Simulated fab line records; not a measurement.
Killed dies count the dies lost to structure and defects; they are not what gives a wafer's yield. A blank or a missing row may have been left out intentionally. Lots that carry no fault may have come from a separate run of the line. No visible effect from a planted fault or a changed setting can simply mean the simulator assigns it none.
fab line records -- flow rit-cmos
record: lots: 7, wafers: 21, last-day: 7
route steps=202 shown FOX2@24 NWELL@28 PWELL@39 WELLDRIVE@50 M1@202
lots untouched by any fault: they come from a run of this same line in which no faults occurred
start-h: hours from the record's opening day to when the first of the lot's shown wafers began -- wait-h: hours from the lot's prior step to this one -- " same as the row above -- L1.1+2: a row that stands for several wafers -- - no value, or no start was given -- * or withheld: withheld -- < > ~ a bound
route shown NAME@n: names a module that has steps shown in the file, with the first one's number in the route -- usual: average and standard deviation across the fault-free wafers -- same: alike in all rows -- chamber/n: place in a boat -- sites: the reading at each site -- _std_site: their standard deviation -- _edge_site: the outer-site mean with the inner-site mean subtracted -- radius-mm: how far each site lies from the wafer's centre -- mask NAME#n: copy n -- behind: the most recent tool/chamber to have shaped the wafer -- hold: cause of the lot's hold/its duration in hours/its outcome -- device: which transistor (n, p or np) failed to switch -- end of line: tests run on the same wafers once the route is complete -- where a step has no rows: the recipe by itself -- killed: dies that structure and defects cost at the first sort, which is not the same as the wafer's yield -- map: per-die view of a wafer (x killed, . not killed, _ where there is no die)
set.NAME: the setting that was run; set.NAME@STEP: the one run at that earlier step -- model.NAME: the simulator's own value behind a step, which no gauge read
lots seen at some steps along the route; tables by step, rows by wafer
services: when a tool's chamber went out of use (start-h, in hours from the record's first day, below 0 if earlier), for how many hours, and the reason
== steps ==
step: RIT_FOX2_THK_MEAS_01
recipe: reads: SiO2_of_FOX2_OXIDATION_00
usual: FOX2_OXIDE_THK: 350/4.9
lot.wafer,tool,chamber,start-h,wait-h,FOX2_OXIDE_THK[nm]
L672.2,film-metro-02,-,24.31,0.0,360
L672.3,film-metro-02,-,24.31,0.0,354
L672.6,film-metro-02,-,24.31,0.0,354
L673.2,film-metro-01,-,30.54,0.0,342
L673.3,film-metro-01,-,30.54,0.0,346
L673.5,film-metro-01,-,30.54,0.0,349
L684.3,film-metro-03,-,84.94,0.0,351
L684.5,film-metro-03,-,84.94,0.0,345
L684.6,film-metro-03,-,84.94,0.0,347
L685.1,film-metro-01,-,89.51,0.0,350
L685.4,film-metro-01,-,89.51,0.0,343
L685.5,film-metro-01,-,89.51,0.0,344
L686.1,film-metro-03,-,94.40,0.0,354
L686.2,film-metro-03,-,94.40,0.0,355
L686.4,film-metro-03,-,94.40,0.0,354
L693.2,film-metro-03,-,131.66,0.0,349
L693.4,film-metro-03,-,131.66,0.0,354
L693.5,film-metro-03,-,131.66,0.0,352
L694.2,film-metro-01,-,136.79,0.0,353
L694.3,film-metro-01,-,136.79,0.0,346
L694.5,film-metro-01,-,136.79,0.0,348
step: RIT_FOX2_CLEAN_02
recipe: chemistry: dHF, dilution: 50:1, time-s: 180
step: RIT_FOX2_WET_ETCH_03
recipe: chemistry: H3PO4, target: Si3N4, target-depth-nm: 195, temp-c: 165, time-s: 2700
step: RIT_FOX2_THK_MEAS_90
recipe: reads: SiO2_of_FOX2_OXIDATION_00
usual: FIELD_OXIDE_LEFT_1_THK: 323/4.9
lot.wafer,tool,chamber,start-h,wait-h,FIELD_OXIDE_LEFT_1_THK[nm]
L672.2,film-metro-03,-,25.19,0.0,332
L672.3,film-metro-03,-,25.19,0.0,326
L672.6,film-metro-03,-,25.19,0.0,327
L673.2,film-metro-03,-,31.42,0.0,314
L673.3,film-metro-03,-,31.42,0.0,319
L673.5,film-metro-03,-,31.42,0.0,322
L684.3,film-metro-02,-,85.81,0.0,323
L684.5,film-metro-02,-,85.81,0.0,318
L684.6,film-metro-02,-,85.81,0.0,319
L685.1,film-metro-01,-,90.46,0.0,322
L685.4,film-metro-01,-,90.46,0.0,315
L685.5,film-metro-01,-,90.46,0.0,317
L686.1,film-metro-03,-,95.28,0.0,327
L686.2,film-metro-03,-,95.28,0.0,328
L686.4,film-metro-03,-,95.28,0.0,327
L693.2,film-metro-01,-,132.54,0.0,322
L693.4,film-metro-01,-,132.54,0.0,326
L693.5,film-metro-01,-,132.54,0.0,325
L694.2,film-metro-02,-,137.67,0.0,326
L694.3,film-metro-02,-,137.67,0.0,319
L694.5,film-metro-02,-,137.67,0.0,320
step: RIT_NWELL_HMDS_00
recipe: prime-time-s: 58.51, prime-temp-c: 140
step: RIT_NWELL_COAT_01
recipe: resist: NOVOLAK, spin-rpm: 2000, resist-thk-nm: 1300
step: RIT_NWELL_SOFTBAKE_02
recipe: resist: NOVOLAK, temp-c: 90, time-s: 60
step: RIT_NWELL_EXPOSE_03
recipe: mask-id: M2, na: 0.57, target-cd-nm: 43900, dose-mj: 250
step: RIT_NWELL_PEB_04
recipe: resist: NOVOLAK, temp-c: withheld, time-s: withheld
step: RIT_NWELL_DEVELOP_05
recipe: resist: NOVOLAK, develop-time-s: 68, dev-temp-c: 23
step: RIT_NWELL_OVL_MEAS_06
usual: NWELL_OVL: -0.1/1.3
lot.wafer,tool,chamber,start-h,wait-h,NWELL_OVL[nm]
L672.2,overlay-02,-,26.25,-,0.2
L672.3,overlay-02,-,26.25,-,0.0
L672.6,overlay-02,-,26.25,-,0.2
L673.2,overlay-02,-,32.48,-,-1.5
L673.3,overlay-02,-,32.48,-,-0.8
L673.5,overlay-02,-,32.48,-,-1.9
L684.3,overlay-02,-,86.75,-,-4.1
L684.5,overlay-02,-,86.75,-,-2.2
L684.6,overlay-02,-,86.75,-,-2.4
L685.1,overlay-01,-,91.59,-,0.1
L685.4,overlay-01,-,91.59,-,0.9
L685.5,overlay-01,-,91.59,-,0.0
L686.1,overlay-01,-,96.34,-,-1.4
L686.2,overlay-01,-,96.34,-,-2.4
L686.4,overlay-01,-,96.34,-,-0.7
L693.2,overlay-02,-,133.48,-,-0.5
L693.4,overlay-02,-,133.48,-,-0.1
L693.5,overlay-02,-,133.48,-,-3.8
L694.2,overlay-01,-,138.60,-,0.6
L694.3,overlay-01,-,138.60,-,-1.4
L694.5,overlay-01,-,138.60,-,0.6
step: RIT_NWELL_HARDBAKE_07
recipe: resist: NOVOLAK, temp-c: 140, time-s: 120
step: RIT_NWELL_IMPLANT_08
recipe: species: P, energy-kev: 166.8, dose-cm2: 5e+13, tilt-deg: 7
usual: dose-ions-cm2: 5.001e+13/5.5e+10, faraday-current-uA: 159/3.2
lot.wafer,tool,chamber,start-h,wait-h,dose-ions-cm2,faraday-current-uA
L672.2,implanter-02,0,26.56,0.2,5e+13,160
L672.3,implanter-02,0,26.56,0.2,4.996e+13,160
L672.6,implanter-02,0,26.56,0.2,5.002e+13,158
L673.2,implanter-03,0,32.79,0.2,5.004e+13,159
L673.3,implanter-03,0,32.79,0.2,5.01e+13,157
L673.5,implanter-03,0,32.79,0.2,5.008e+13,158
L684.3,implanter-03,0,87.07,0.2,4.147e+13,128
L684.5,implanter-03,0,87.07,0.2,4.144e+13,137
L684.6,implanter-03,0,87.07,0.2,4.147e+13,134
L685.1,implanter-03,0,91.88,0.2,4.141e+13,126
L685.4,implanter-03,0,91.88,0.2,4.138e+13,129
L685.5,implanter-03,0,91.88,0.2,4.143e+13,131
L686.1,implanter-03,0,96.63,0.2,4.141e+13,135
L686.2,implanter-03,0,96.63,0.2,4.145e+13,132
L686.4,implanter-03,0,96.63,0.2,4.145e+13,132
L693.2,implanter-01,0,133.79,0.2,4.996e+13,156
L693.4,implanter-01,0,133.79,0.2,4.994e+13,153
L693.5,implanter-01,0,133.79,0.2,4.994e+13,158
L694.2,implanter-02,0,138.91,0.2,5.001e+13,152
L694.3,implanter-02,0,138.91,0.2,4.995e+13,158
L694.5,implanter-02,0,138.91,0.2,5.001e+13,159
step: RIT_NWELL_STRIP_09
recipe: chemistry: O2, time-s: 180, resist: NOVOLAK, platen-temp-c: withheld, power-w: 500, pressure-mtorr: 4000, o2-flow-sccm: 4000
usual: drypump-motor-current-A: 5.4/0.47
lot.wafer,tool,chamber,start-h,wait-h,drypump-motor-current-A,rf-hours-counter-h
L672.2,plasma-asher-01,1,26.68,0.1,5.3,38
L672.3,plasma-asher-01,0,26.68,0.1,5.1,-
L672.6,plasma-asher-01,0,26.68,0.1,5.1,-
L673.2,plasma-asher-04,1,32.91,0.1,5.4,39
L673.3,plasma-asher-04,0,32.91,0.1,4.8,-
L673.5,plasma-asher-04,0,32.91,0.1,4.8,-
L684.3,plasma-asher-04,0,87.23,0.1,4.8,-
L684.5,plasma-asher-04,0,87.23,0.1,4.8,-
L684.6,plasma-asher-04,1,87.23,0.1,5.4,-
L685.1,plasma-asher-04,0,92.03,0.1,4.8,46
L685.4,plasma-asher-04,0,92.03,0.1,4.8,-
L685.5,plasma-asher-04,0,92.03,0.1,4.8,-
L686.1,plasma-asher-03,1,96.78,0.1,6.2,32
L686.2,plasma-asher-03,0,96.78,0.1,5.9,32
L686.4,plasma-asher-03,1,96.78,0.1,6.2,-
L693.2,plasma-asher-04,0,133.91,0.1,4.8,1
L693.4,plasma-asher-04,0,133.91,0.1,4.8,-
L693.5,plasma-asher-04,0,133.91,0.1,4.8,-
L694.2,plasma-asher-04,0,139.03,0.1,4.8,2
L694.3,plasma-asher-04,1,139.03,0.1,5.4,-
L694.5,plasma-asher-04,0,139.03,0.1,4.8,-
step: RIT_NWELL_TW_MEAS_10
usual: NWELL_TW: 2156/25
lot.wafer,tool,chamber,start-h,wait-h,NWELL_TW
L672.2,film-metro-03,-,26.87,0.1,2141
L672.3,film-metro-03,-,26.87,0.1,2145
L672.6,film-metro-03,-,26.87,0.1,2145
L673.2,film-metro-04,-,33.10,0.1,2201
L673.3,film-metro-04,-,33.10,0.1,2199
L673.5,film-metro-04,-,33.10,0.1,2202
L684.3,film-metro-02,-,87.36,0.1,2011
L684.5,film-metro-02,-,87.36,0.1,2014
L684.6,film-metro-02,-,87.36,0.1,2018
L685.1,film-metro-03,-,92.20,0.1,2031
L685.4,film-metro-03,-,92.20,0.1,2039
L685.5,film-metro-03,-,92.20,0.1,2039
L686.1,film-metro-04,-,96.95,0.1,2054
L686.2,film-metro-04,-,96.95,0.1,2068
L686.4,film-metro-04,-,96.95,0.1,2060
L693.2,film-metro-04,-,134.10,0.1,2203
L693.4,film-metro-04,-,134.10,0.1,2191
L693.5,film-metro-04,-,134.10,0.1,2187
L694.2,film-metro-03,-,139.22,0.1,2141
L694.3,film-metro-03,-,139.22,0.1,2142
L694.5,film-metro-03,-,139.22,0.1,2140
step: RIT_PWELL_HMDS_00
recipe: prime-time-s: 60, prime-temp-c: 140
step: RIT_PWELL_COAT_01
recipe: resist: NOVOLAK, spin-rpm: 2000, resist-thk-nm: 1300
step: RIT_PWELL_SOFTBAKE_02
recipe: resist: NOVOLAK, temp-c: 90, time-s: 60
step: RIT_PWELL_EXPOSE_03
recipe: mask-id: M3, na: 0.57, target-cd-nm: 43700, dose-mj: 250
step: RIT_PWELL_PEB_04
recipe: resist: NOVOLAK, temp-c: withheld, time-s: withheld
step: RIT_PWELL_DEVELOP_05
recipe: resist: NOVOLAK, develop-time-s: 68, dev-temp-c: 23
step: RIT_PWELL_OVL_MEAS_06
usual: PWELL_OVL: -0.9/1.3
lot.wafer,tool,chamber,start-h,wait-h,PWELL_OVL[nm]
L672.2,overlay-02,-,27.81,-,-0.3
L672.3,overlay-02,-,27.81,-,0.0
L672.6,overlay-02,-,27.81,-,-2.5
L673.2,overlay-01,-,34.03,-,-0.2
L673.3,overlay-01,-,34.03,-,-1.6
L673.5,overlay-01,-,34.03,-,0.4
L684.3,overlay-02,-,88.42,-,-1.1
L684.5,overlay-02,-,88.42,-,0.0
L684.6,overlay-02,-,88.42,-,-1.2
L685.1,overlay-01,-,93.33,-,-0.6
L685.4,overlay-01,-,93.33,-,-0.5
L685.5,overlay-01,-,93.33,-,-3.1
L686.1,overlay-02,-,97.89,-,-0.7
L686.2,overlay-02,-,97.89,-,1.8
L686.4,overlay-02,-,97.89,-,0.6
L693.2,overlay-02,-,135.16,-,0.8
L693.4,overlay-02,-,135.16,-,-1.0
L693.5,overlay-02,-,135.16,-,-0.4
L694.2,overlay-01,-,140.16,-,-2.6
L694.3,overlay-01,-,140.16,-,-2.0
L694.5,overlay-01,-,140.16,-,-0.2
step: RIT_PWELL_HARDBAKE_07
recipe: resist: NOVOLAK, temp-c: 140, time-s: 120
step: RIT_PWELL_IMPLANT_08
recipe: species: B, energy-kev: 170, dose-cm2: 7.048e+13, tilt-deg: 7
step: RIT_PWELL_STRIP_09
recipe: chemistry: O2, time-s: 180, resist: NOVOLAK, platen-temp-c: withheld, power-w: 500, pressure-mtorr: 4000, o2-flow-sccm: 4000
usual: drypump-motor-current-A: 5.3/0.38
lot.wafer,tool,chamber,start-h,wait-h,drypump-motor-current-A,rf-hours-counter-h
L672.2,plasma-asher-01,1,28.24,0.1,5.3,38
L672.3,plasma-asher-01,0,28.24,0.1,5.1,-
L672.6,plasma-asher-01,1,28.24,0.1,5.3,-
L673.2,plasma-asher-01,0,34.46,0.1,5.1,39
L673.3,plasma-asher-01,1,34.46,0.1,5.3,-
L673.5,plasma-asher-01,1,34.46,0.1,5.3,-
L684.3,plasma-asher-02,1,88.90,0.1,4.9,-
L684.5,plasma-asher-02,1,88.90,0.1,4.9,-
L684.6,plasma-asher-02,0,88.90,0.1,5.9,-
L685.1,plasma-asher-02,0,93.76,0.1,5.9,44
L685.4,plasma-asher-02,1,93.76,0.1,4.9,-
L685.5,plasma-asher-02,1,93.76,0.1,4.9,-
L686.1,plasma-asher-02,0,98.33,0.1,5.9,44
L686.2,plasma-asher-02,1,98.33,0.1,4.9,44
L686.4,plasma-asher-02,0,98.33,0.1,5.9,-
L693.2,plasma-asher-01,1,135.67,0.1,5.3,49
L693.4,plasma-asher-01,0,135.67,0.1,5.1,-
L693.5,plasma-asher-01,0,135.67,0.1,5.1,-
L694.2,plasma-asher-02,0,140.59,0.1,5.9,49
L694.3,plasma-asher-02,0,140.59,0.1,5.9,-
L694.5,plasma-asher-02,1,140.59,0.1,4.9,-
step: RIT_PWELL_TW_MEAS_10
usual: PWELL_TW: 962/9.4
lot.wafer,tool,chamber,start-h,wait-h,PWELL_TW
L672.2,film-metro-04,-,28.42,0.1,976
L672.3,film-metro-04,-,28.42,0.1,979
L672.6,film-metro-04,-,28.42,0.1,980
L673.2,film-metro-02,-,34.65,0.1,941
L673.3,film-metro-02,-,34.65,0.1,946
L673.5,film-metro-02,-,34.65,0.1,947
L684.3,film-metro-04,-,89.04,0.1,981
L684.5,film-metro-04,-,89.04,0.1,976
L684.6,film-metro-04,-,89.04,0.1,972
L685.1,film-metro-02,-,93.94,0.1,954
L685.4,film-metro-02,-,93.94,0.1,957
L685.5,film-metro-02,-,93.94,0.1,955
L686.1,film-metro-03,-,98.50,0.1,955
L686.2,film-metro-03,-,98.50,0.1,951
L686.4,film-metro-03,-,98.50,0.1,953
L693.2,film-metro-03,-,135.85,0.1,954
L693.4,film-metro-03,-,135.85,0.1,955
L693.5,film-metro-03,-,135.85,0.1,957
L694.2,film-metro-03,-,140.77,0.1,963
L694.3,film-metro-03,-,140.77,0.1,961
L694.5,film-metro-03,-,140.77,0.1,960
step: RIT_WELLDRIVE_ANNEAL_00
recipe: temp-c: 1100, time-s: 14700, ambient: N2
step: RIT_WELLDRIVE_RS_MEAS_01
recipe: thk-meas-gauge: four-point-probe
usual: NWELL_RS: 275.7/0.8
lot.wafer,tool,chamber,start-h,wait-h,NWELL_RS[ohm/sq]
L672.2,film-metro-03,-,33.58,0.0,275.6
L672.3,film-metro-03,-,33.58,0.0,276.0
L672.6,film-metro-03,-,33.58,0.0,275.3
L673.2,film-metro-03,-,39.88,0.0,274.9
L673.3,film-metro-03,-,39.88,0.0,274.5
L673.5,film-metro-03,-,39.88,0.0,275.3
L684.3,film-metro-04,-,94.20,0.0,309.5
L684.5,film-metro-04,-,94.20,0.0,311.0
L684.6,film-metro-04,-,94.20,0.0,310.5
L685.1,film-metro-03,-,99.25,0.0,309.5
L685.4,film-metro-03,-,99.25,0.0,309.8
L685.5,film-metro-03,-,99.25,0.0,309.9
L686.1,film-metro-04,-,103.81,0.0,310.3
L686.2,film-metro-04,-,103.81,0.0,310.2
L686.4,film-metro-04,-,103.81,0.0,310.1
L693.2,film-metro-04,-,141.88,0.0,275.0
L693.4,film-metro-04,-,141.88,0.0,275.6
L693.5,film-metro-04,-,141.88,0.0,276.0
L694.2,film-metro-02,-,147.05,0.0,276.0
L694.3,film-metro-02,-,147.05,0.0,276.4
L694.5,film-metro-02,-,147.05,0.0,275.7
step: RIT_WELLDRIVE_RS_MEAS_02
recipe: thk-meas-gauge: four-point-probe
usual: PWELL_RS: 427.8/1.4
lot.wafer,tool,chamber,start-h,wait-h,PWELL_RS[ohm/sq]
L672.2,film-metro-03,-,33.70,0.1,428.9
L672.3,film-metro-03,-,33.70,0.1,428.2
L672.6,film-metro-03,-,33.70,0.1,428.2
L673.2,film-metro-03,-,40.00,0.1,428.2
L673.3,film-metro-03,-,40.00,0.1,425.9
L673.5,film-metro-03,-,40.00,0.1,426.3
L684.3,film-metro-04,-,94.32,0.1,428.5
L684.5,film-metro-04,-,94.32,0.1,428.8
L684.6,film-metro-04,-,94.32,0.1,427.4
L685.1,film-metro-03,-,99.37,0.1,425.6
L685.4,film-metro-03,-,99.37,0.1,425.2
L685.5,film-metro-03,-,99.37,0.1,424.3
L686.1,film-metro-04,-,103.93,0.1,427.9
L686.2,film-metro-04,-,103.93,0.1,428.2
L686.4,film-metro-04,-,103.93,0.1,429.4
L693.2,film-metro-04,-,142.00,0.1,429.2
L693.4,film-metro-04,-,142.00,0.1,430.0
L693.5,film-metro-04,-,142.00,0.1,430.3
L694.2,film-metro-02,-,147.17,0.1,427.8
L694.3,film-metro-02,-,147.17,0.1,428.7
L694.5,film-metro-02,-,147.17,0.1,426.9
step: RIT_M1_PROBE_99
usual: killed-at-contacts: 0.1/0.31, killed-at-front-end: 7/3.2, killed-dies: 7/3.2, killed-open: 3.6/1.9, killed-short: 3.6/2
same: gross-dies: 264, killed_at_M0_to_M3: 0, killed_at_M4_up: 0, killed-at-back-side: 0, killed-at-other: 0
lot.wafer,tool,chamber,start-h,wait-h,killed-at-contacts,killed-at-front-end,killed-dies,killed-open,killed-short,model.etest.pmos_0p3.r-on-ohm-um,model.etest.nwell-pinched.rs-ohm-sq,model.etest.well-edge-right.line-ohm-um,model.etest.well-edge-left.line-ohm-um,model.etest.pmos_0p3.drive-ua-um,model.etest.field-p-metal.vt-v,model.etest.iso-nwell-nwell.bv-v,model.etest.field-p.vt-v
L672.2,prober-01,-,64.11,0.1,1,3,4,2,2,6257,341.4,184,182.3,101.4,-29.14,22.2,-12.66
L672.3,prober-01,-,64.16,0.2,0,4,4,1,3,6379,342.1,183,185.1,98.33,-29.57,22.03,-12.55
L672.6,prober-01,-,64.31,0.2,1,4,5,1,4,6434,341.7,183.9,180,96.67,-29.7,22.04,-12.58
L673.2,prober-02,-,69.31,0.1,0,14,14,9,4,6199,341.3,184.9,180.6,102.4,-29.56,21.87,-12.29
L673.3,prober-02,-,69.36,0.2,0,6,6,1,5,6265,331.4,185.9,182.5,100.9,-29.57,22.07,-12.37
L673.5,prober-02,-,69.46,0.2,0,8,8,4,4,6305,339.5,181.3,183.1,101.3,-29.17,21.99,-12.36
L684.3,prober-01,-,126.94,0.2,0,10,10,3,7,6079,387.7,210.1,206.3,108.9,-26.17,23.15,-11.19
L684.5,prober-01,-,127.04,0.2,0,6,6,4,2,6159,383.4,208.8,209.1,106.2,-26.93,23.16,-11.09
L684.6,prober-01,-,127.09,0.2,0,8,8,6,2,6115,382.5,211.2,209,109.3,-26.88,23.21,-11.21
L685.1,prober-02,-,130.65,0.1,0,9,9,4,5,6353,381.9,212.5,208.9,101.8,-26.11,23.07,-11.24
L685.4,prober-02,-,130.80,0.2,0,6,6,5,1,6401,375.6,210.6,210.1,101,-27.18,22.98,-11.21
L685.5,prober-02,-,130.85,0.2,0,9,9,5,4,6302,374.1,212.6,211.1,103.9,-27.29,22.62,-11.23
L686.1,prober-01,-,136.37,0.1,0,12,12,4,8,6209,387.1,209.4,210,105,-25.67,22.89,-11.13
L686.2,prober-01,-,136.42,0.1,0,13,13,7,6,6189,385.4,209.5,208.5,104.5,-25.27,22.82,-11.05
L686.4,prober-01,-,136.52,0.2,0,6,6,4,2,6058,388.6,209.6,209.3,106.7,-26.09,23.28,-11.1
L693.2,prober-02,-,172.13,0.1,0,7,7,2,5,6369,337.5,182.8,178.2,99.42,-29.92,22.23,-12.69
L693.4,prober-02,-,172.23,0.2,0,5,5,3,2,6296,338.8,183.5,182.6,100.3,-29.99,22.47,-12.76
L693.5,prober-02,-,172.28,0.2,0,8,8,3,5,6195,335.2,182.5,182.8,101.9,-30.05,22.28,-12.71
L694.2,prober-01,-,179.36,0.1,1,8,9,4,5,6310,339.7,182.5,182.3,100.4,-29.59,21.71,-12.64
L694.3,prober-01,-,179.41,0.2,1,9,10,4,6,6386,334.9,182.9,181.7,99.7,-30.57,22.15,-12.62
L694.5,prober-01,-,179.51,0.2,1,8,9,4,5,6350,336.1,182.6,185,100.3,-30.57,21.79,-12.72
killed by level:class
L672.2 GATE:geometric-particle:open=1 GATE:geometric-particle:short=1 SILICIDE:geometric-particle:open=1 CONTACT:geometric-particle:short=1
L672.3 GATE:geometric-particle:short=2 FOX1:geometric-particle:open=1 SILICIDE:geometric-particle:short=1
L672.6 SILICIDE:geometric-particle:short=2 GATE:geometric-particle:short=1 SPACER:geometric-particle:short=1 CONTACT:geometric-particle:open=1
L673.2 SILICIDE:geometric-particle:open=5 SPACER:geometric-particle:short=3 GATE:geometric-particle:open=2 REOX:geometric-particle:open=1 SPACER:geometric-particle:open=1 SILICIDE:geometric-particle:short=1 PSD:coat-microbubble-printed=1
L673.3 FOX1:geometric-particle:short=2 SPACER:geometric-particle:short=2 FOX1:geometric-particle:open=1 REOX:geometric-particle:short=1
L673.5 REOX:geometric-particle:open=2 SILICIDE:geometric-particle:short=2 FOX2:geometric-particle:short=1 GATE:geometric-particle:open=1 SPACER:geometric-particle:short=1 SPACER:geometric-particle:open=1
L684.3 SPACER:geometric-particle:short=3 FOX2:geometric-particle:short=2 FOX2:geometric-particle:open=1 GATE:geometric-particle:open=1 REOX:geometric-particle:short=1 SPACER:geometric-particle:open=1 SILICIDE:geometric-particle:short=1
L684.5 SPACER:geometric-particle:open=2 GATE:geometric-particle:open=1 REOX:geometric-particle:short=1 REOX:geometric-particle:open=1 SPACER:geometric-particle:short=1
L684.6 FOX2:geometric-particle:open=4 GATE:geometric-particle:open=2 GATE:geometric-particle:short=1 SPACER:geometric-particle:short=1
L685.1 GATE:geometric-particle:short=2 ACTIVE:geometric-particle:open=1 FOX2:geometric-particle:open=1 FOX2:geometric-particle:short=1 GATE:geometric-particle:open=1 SPACER:geometric-particle:short=1 SPACER:geometric-particle:open=1 SILICIDE:geometric-particle:short=1
L685.4 REOX:geometric-particle:open=3 GATE:geometric-particle:open=2 SPACER:geometric-particle:short=1
L685.5 FOX1:geometric-particle:short=2 FOX1:geometric-particle:open=2 SILICIDE:geometric-particle:short=2 FOX2:geometric-particle:open=1 SPACER:geometric-particle:open=1 SILICIDE:geometric-particle:open=1
L686.1 GATE:geometric-particle:short=5 REOX:geometric-particle:short=2 FOX1:geometric-particle:open=1 FOX2:geometric-particle:open=1 GATE:geometric-particle:open=1 SPACER:geometric-particle:short=1 SPACER:geometric-particle:open=1
L686.2 FOX1:geometric-particle:short=3 GATE:geometric-particle:open=3 SILICIDE:geometric-particle:short=2 SILICIDE:geometric-particle:open=2 FOX1:geometric-particle:open=1 GATE:geometric-particle:short=1 SPACER:geometric-particle:open=1
L686.4 GATE:geometric-particle:open=2 SILICIDE:geometric-particle:open=2 FOX1:geometric-particle:short=1 GATE:geometric-particle:short=1
L693.2 REOX:geometric-particle:short=2 REOX:geometric-particle:open=2 SILICIDE:geometric-particle:short=2 FOX2:geometric-particle:short=1
L693.4 FOX1:geometric-particle:open=1 GATE:geometric-particle:short=1 REOX:geometric-particle:short=1 REOX:geometric-particle:open=1 SILICIDE:geometric-particle:open=1
L693.5 SILICIDE:geometric-particle:short=2 FOX1:geometric-particle:open=1 FOX2:geometric-particle:short=1 GATE:geometric-particle:short=1 GATE:geometric-particle:open=1 SPACER:geometric-particle:open=1 SPACER:geometric-particle:short=1
L694.2 GATE:geometric-particle:short=4 FOX1:geometric-particle:short=1 FOX1:geometric-particle:open=1 GATE:geometric-particle:open=1 SPACER:geometric-particle:open=1 CONTACT:geometric-particle:open=1
L694.3 GATE:geometric-particle:short=3 FOX1:geometric-particle:short=2 SPACER:geometric-particle:open=2 REOX:geometric-particle:short=1 SILICIDE:geometric-particle:open=1 CONTACT:geometric-particle:open=1
L694.5 SPACER:geometric-particle:short=2 SILICIDE:geometric-particle:open=2 FOX1:geometric-particle:open=1 FOX1:geometric-particle:short=1 GATE:geometric-particle:short=1 SPACER:geometric-particle:open=1 CONTACT:geometric-particle:short=1
== services ==
tool,chamber,start-h,hours,kind
implanter-01,-,5.20,4.3,repair
plasma-asher-01,-,71.10,1.1,repair
plasma-asher-04,-,93.70,0.7,repair
plasma-asher-04,-,108.75,9.0,pm
plasma-asher-04,0,108.75,9.0,vent-cycle
plasma-asher-04,1,108.75,9.0,vent-cycle
plasma-asher-04,-,117.75,2.8,pm
plasma-asher-04,0,117.75,-,clean
plasma-asher-04,1,117.75,-,clean
implanter-01,-,122.30,9.5,repair
implanter-03,-,130.74,3.7,pm
== key ==
first-sign: step: RIT_NWELL_IMPLANT_08, reading: dose-ions-cm2, direction: down, sigmas: 99+, usual: 5.001e+13, struck: 4.144e+13
effect: step: RIT_NWELL_IMPLANT_08, reading: faraday-current-uA, direction: down, sigmas: 8.6, usual: 159, struck: 132
effect: step: RIT_NWELL_TW_MEAS_10, reading: NWELL_TW, direction: down, sigmas: 4.7, usual: 2156, struck: 2037
effect: step: RIT_WELLDRIVE_RS_MEAS_01, reading: NWELL_RS, direction: up, sigmas: 43, usual: 275.7, struck: 310.1
model-effect: step: RIT_M1_PROBE_99, value: etest.pmos_0p3.r-on-ohm-um, without: 6379, struck: 6207
met-at RIT_NWELL_IMPLANT_08
struck-wafers L684.3,L684.5,L684.6,L685.1,L685.4,L685.5,L686.1,L686.2,L686.4
tester-left-out L684,L685,L686
onset-between 32.79 87.07
fault: kind: process-parameter-drift, tool: implanter-03, chamber: -, onset-h: 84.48, steps: RIT_NWELL_IMPLANT_08, channel: dose-cm2, offset: -8.5583e+12, shape: step, end-h: 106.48, acts-in: these-recipes-only, stated: 5e+13
tester-left-out: of these lots the tester's yield and bins aren't shown, on N5 and GAA mostly nor the transistor test; their killed dies are dies lost to structure and defects alone, not to doping, threshold or leakage, so they don't give the yield
